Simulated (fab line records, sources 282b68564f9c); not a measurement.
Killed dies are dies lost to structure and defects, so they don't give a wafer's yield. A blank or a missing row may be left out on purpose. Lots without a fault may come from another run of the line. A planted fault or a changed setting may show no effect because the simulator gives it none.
Which tool did it? | flow rit_cmos | 14 lots, 42 wafers sampled, at 4 steps of a route of 202

WHAT THE GAUGES READ, wafer by wafer
RIT_NLDD_OVL_MEAS_06. Usual: NLDD_OVL 0.5 nm, standard deviation 1.5.
lot  | measured    | on         | NLDD_OVL (nm)  | flag
L996 | day 3 02:43 | overlay-02 | 2.6 2.1 2.4    |
L997 | day 3 07:14 | overlay-02 | -3.1 -3.6 -3.9 |
L998 | day 3 10:36 | overlay-02 | 0.3 -1.4 0.3   |
L999 | day 3 17:59 | overlay-02 | 0.9 -0.9 -1.6  |
L101 | day 4 01:45 | overlay-02 | -1.1 -0.9 -0.2 |
L103 | day 4 09:31 | overlay-02 | 1.1 1.5 -0.4   |
L102 | day 4 09:50 | overlay-01 | 1.9 2.5 2.1    |
L104 | day 4 13:26 | overlay-02 | -1.1 -0.9 -0.3 |
L105 | day 5 02:02 | overlay-01 | 2.9 2.7 2.4    |
L106 | day 5 02:17 | overlay-02 | 0.7 1.4 -0.2   |
L113 | day 6 14:30 | overlay-01 | - - -          | OFF
L114 | day 6 22:20 | overlay-01 | - - -          | OFF
L118 | day 7 12:44 | overlay-01 | 1.3 0.8 1.9    |
L119 | day 7 18:35 | overlay-02 | 2.1 1.6 1.0    |

RIT_PLDD_TW_MEAS_10. Usual: PLDD_TW 2348, standard deviation 14.
lot  | measured    | on            | PLDD_TW        | flag
L996 | day 3 04:40 | film_metro-03 | 2330 2340 2340 |
L997 | day 3 09:10 | film_metro-01 | 2337 2331 2331 |
L998 | day 3 12:58 | film_metro-02 | 2393 2384 2369 |
L999 | day 3 20:00 | film_metro-03 | 2336 2347 2343 |
L101 | day 4 03:49 | film_metro-01 | 2348 2360 2367 |
L103 | day 4 11:38 | film_metro-03 | 2336 2343 2335 |
L102 | day 4 11:46 | film_metro-02 | 2344 2349 2369 |
L104 | day 4 15:22 | film_metro-03 | 2343 2330 2346 |
L105 | day 5 04:08 | film_metro-03 | 2339 2332 2336 |
L106 | day 5 04:28 | film_metro-01 | 2335 2344 2346 |
L113 | day 6 16:28 | film_metro-03 | 2889 2884 2876 | OFF
L114 | day 7 00:22 | film_metro-02 | 2883 2900 2901 | OFF
L118 | day 7 14:50 | film_metro-01 | 2347 2347 2358 |
L119 | day 7 20:39 | film_metro-01 | 2342 2343 2347 |

RIT_NSD_TW_MEAS_10. Usual: NSD_TW 3132, standard deviation 18.
lot  | measured    | on            | NSD_TW         | flag
L996 | day 3 08:34 | film_metro-02 | 3171 3169 3169 |
L997 | day 3 13:21 | film_metro-01 | 3112 3122 3101 |
L998 | day 3 17:01 | film_metro-01 | 3109 3133 3106 |
L999 | day 4 00:02 | film_metro-03 | 3128 3112 3121 |
L101 | day 4 08:02 | film_metro-01 | 3143 3136 3135 |
L103 | day 4 15:41 | film_metro-01 | 3136 3123 3134 |
L102 | day 4 17:26 | film_metro-01 | 3145 3140 3132 |
L104 | day 4 20:46 | film_metro-02 | 3143 3140 3143 |
L105 | day 5 09:34 | film_metro-03 | 3101 3094 3107 |
L106 | day 5 09:52 | film_metro-02 | 3164 3146 3154 |
L113 | day 6 20:25 | film_metro-01 | 3326 3330 3335 | OFF
L114 | day 7 04:20 | film_metro-03 | 3330 3352 3328 | OFF
L118 | day 7 18:48 | film_metro-01 | 3120 3111 3113 |
L119 | day 8 00:46 | film_metro-01 | 3150 3131 3126 |

WHICH TOOL RAN EACH LOT (tool, then ch and the chambers of the sampled wafers, then the start)
lot  | RIT_NLDD_COAT_01
L996 | litho_track-02 ch 0, day 3 01:54
L997 | litho_track-03 ch 0, day 3 06:25
L998 | litho_track-02 ch 0, day 3 09:55
L999 | litho_track-03 ch 0, day 3 17:19
L101 | litho_track-03 ch 0, day 4 00:58
L103 | litho_track-01 ch 0, day 4 08:44
L102 | litho_track-02 ch 0, day 4 09:00
L104 | litho_track-02 ch 0, day 4 12:38
L105 | litho_track-03 ch 0, day 5 01:12
L106 | litho_track-02 ch 0, day 5 01:24
L113 | litho_track-03, day 6 13:49
L114 | litho_track-01, day 6 21:31
L118 | litho_track-01 ch 0, day 7 12:04
L119 | litho_track-01 ch 0, day 7 17:47
- RIT_NLDD_COAT_01: resist thk 1000 nm.

WHAT THE TOOLS THEMSELVES READ (means of the sampled wafers that have a number; where no wafer has one, the mark that the record gives instead)
RIT_NLDD_COAT_01. Usual: chill_plate_temp_C 23.00 C, standard deviation 0.11; dispense_pressure_kPa 49.6 kPa, standard deviation 2.2.
lot  | tool           | chill_plate_temp_C (C) | dispense_pressure_kPa (kPa) | flag
L996 | litho_track-02 | 23.08                  | 49.1                        |
L997 | litho_track-03 | 22.92                  | 47.7                        |
L998 | litho_track-02 | 22.90                  | 49.1                        |
L999 | litho_track-03 | 23.11                  | 47.8                        |
L101 | litho_track-03 | 22.95                  | 47.8                        |
L103 | litho_track-01 | 22.97                  | 53.6                        |
L102 | litho_track-02 | 23.00                  | 49.1                        |
L104 | litho_track-02 | 22.97                  | 49.1                        |
L105 | litho_track-03 | 22.88                  | 47.8                        |
L106 | litho_track-02 | 22.99                  | 49.0                        |
L113 | litho_track-03 | -                      | -                           | OFF
L114 | litho_track-01 | -                      | -                           | OFF
L118 | litho_track-01 | 22.96                  | 53.6                        |
L119 | litho_track-01 | 22.89                  | 53.6                        |

THE ANSWER, worked out from the rows above alone
Rule: a lot is off if the mean of its wafers that have a number lies more than 3 standard deviations from the usual mean. A lot without any number at a reading at which 4 lots or more have one is off too. The other lots that the step has rows for count as sound. The gauges are gone through in route order, then the tools' own readings, and for those a lot's mean is taken as printed above. The first step at which some lot is off is used, and at that step the reading that is off furthest; a lot without a number counts as furthest.
Off: L113, L114, at RIT_NLDD_OVL_MEAS_06 (NLDD_OVL). Without a number there: L113, L114.
A tool fits if, at a process step before that reading, it ran every lot that is off, and no sound lot after the first of them. The gauges at RIT_NLDD_OVL_MEAS_06 aren't tried: what is off there is off at RIT_PLDD_TW_MEAS_10 too, on other tools, and a gauge's error can't cause that. None of those tried fits.

WHAT THE SIMULATOR HAD PUT IN
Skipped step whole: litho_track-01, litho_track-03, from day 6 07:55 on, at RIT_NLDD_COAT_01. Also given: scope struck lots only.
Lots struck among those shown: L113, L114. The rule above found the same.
